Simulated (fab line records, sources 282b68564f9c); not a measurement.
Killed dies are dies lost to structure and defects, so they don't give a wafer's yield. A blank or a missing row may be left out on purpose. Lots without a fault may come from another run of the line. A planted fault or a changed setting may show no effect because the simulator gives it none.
Which tool did it? | flow rit_cmos | 13 lots, 39 wafers sampled, at 2 steps of a route of 202

WHAT THE GAUGES READ, wafer by wafer
RIT_PLDD_TW_MEAS_10. Usual: PLDD_TW 2347, standard deviation 12.
lot  | measured    | on            | PLDD_TW           | flag
L342 | day 2 19:28 | film_metro-04 | 2335 2327 2319    |
L344 | day 3 05:08 | film_metro-02 | 2328 2320 2335    |
L346 | day 3 16:47 | film_metro-04 | 2355 2356 2350    |
L347 | day 3 20:26 | film_metro-01 | 2348 2347 2353    |
L348 | day 4 00:32 | film_metro-04 | 2329 2330 2324    |
L349 | day 4 05:59 | film_metro-02 | 2344 2347 2348    |
L350 | day 4 11:59 | film_metro-02 | 2342 2349 2356    |
L351 | day 4 17:52 | film_metro-01 | 2369 2361 2373    |
L352 | day 4 20:40 | film_metro-01 | 2377 2366 2356    |
L353 | day 5 02:25 | film_metro-02 | 2352 2352 2351    |
L354 | day 5 09:06 | film_metro-04 | 2340 2337 2338    |
L359 | day 6 09:26 | film_metro-01 | 30 30 30 30 30 30 | OFF
L364 | day 7 09:36 | film_metro-01 | 2362 2359 2342    |

WHICH TOOL RAN EACH LOT (tool, then ch and the chambers of the sampled wafers, then the start)
lot  | RIT_NLDD_STRIP_09
L342 | plasma_asher-03 ch 0,1, day 2 17:49
L344 | plasma_asher-01 ch 0,1, day 3 03:25
L346 | plasma_asher-02 ch 0,1, day 3 14:58
L347 | plasma_asher-02 ch 0,1, day 3 18:50
L348 | plasma_asher-03 ch 0,1, day 3 22:59
L349 | plasma_asher-03 ch 0,1, day 4 04:11
L350 | plasma_asher-03 ch 0,1, day 4 10:23
L351 | plasma_asher-02 ch 0,1, day 4 16:10
L352 | plasma_asher-03 ch 0,1, day 4 19:03
L353 | plasma_asher-01 ch 0,1, day 5 00:43
L354 | plasma_asher-02 ch 0,1, day 5 07:25
L359 | plasma_asher-03 ch 0,1, day 6 07:29
L364 | plasma_asher-01 ch 0,1, day 7 08:02
- RIT_NLDD_STRIP_09: strips in O2, time 180 s.

WHAT THE TOOLS THEMSELVES READ (means of the sampled wafers that have a number; where no wafer has one, the mark that the record gives instead)
RIT_NLDD_STRIP_09. Usual: drypump_motor_current_A 5.6 A, standard deviation 0.44; run_length_s 208.2 s, standard deviation 0.34.
lot  | tool            | drypump_motor_current_A (A) | run_length_s (s) | flag
L342 | plasma_asher-03 | 5.8                         | 208.3            |
L344 | plasma_asher-01 | 5.6                         | 208.2            |
L346 | plasma_asher-02 | 5.2                         | 207.9            |
L347 | plasma_asher-02 | 5.0                         | 208.0            |
L348 | plasma_asher-03 | 5.6                         | 208.4            |
L349 | plasma_asher-03 | 5.8                         | 208.4            |
L350 | plasma_asher-03 | 5.7                         | 208.4            |
L351 | plasma_asher-02 | 5.0                         | 208.1            |
L352 | plasma_asher-03 | 5.8                         | 208.6            |
L353 | plasma_asher-01 | 5.9                         | 207.8            |
L354 | plasma_asher-02 | 5.0                         | 208.0            |
L359 | plasma_asher-03 | 5.8                         | 72.7             | OFF
L364 | plasma_asher-01 | 5.6                         | 208.1            |

THE ANSWER, worked out from the rows above alone
Rule: a lot is off if the mean of its wafers that have a number lies more than 3 standard deviations from the usual mean. A lot without any number at a reading at which 4 lots or more have one is off too. The other lots that the step has rows for count as sound. The gauges are gone through in route order, then the tools' own readings, and for those a lot's mean is taken as printed above. The first step at which some lot is off is used, and at that step the reading that is off furthest; a lot without a number counts as furthest.
Off: L359, at RIT_PLDD_TW_MEAS_10 (PLDD_TW).
A tool fits if, at a process step before that reading, it ran every lot that is off, and no sound lot after the first of them. The gauges at RIT_PLDD_TW_MEAS_10 aren't tried: what is off there is off at RIT_NLDD_STRIP_09 too, on other tools, and a gauge's error can't cause that. One fits: plasma_asher-03 at RIT_NLDD_STRIP_09. Its last sound lot is L352 (day 4 19:03), its first lot that is off L359 (day 6 07:29): a fault that began between those two fits.
The tool's own readings at RIT_NLDD_STRIP_09 bear it out: on the lots that are off they differ by more than 5 times the standard deviation of the sound lots' means. run_length_s reads 72.7 s there against 208.2 s on the sound lots.

WHAT THE SIMULATOR HAD PUT IN
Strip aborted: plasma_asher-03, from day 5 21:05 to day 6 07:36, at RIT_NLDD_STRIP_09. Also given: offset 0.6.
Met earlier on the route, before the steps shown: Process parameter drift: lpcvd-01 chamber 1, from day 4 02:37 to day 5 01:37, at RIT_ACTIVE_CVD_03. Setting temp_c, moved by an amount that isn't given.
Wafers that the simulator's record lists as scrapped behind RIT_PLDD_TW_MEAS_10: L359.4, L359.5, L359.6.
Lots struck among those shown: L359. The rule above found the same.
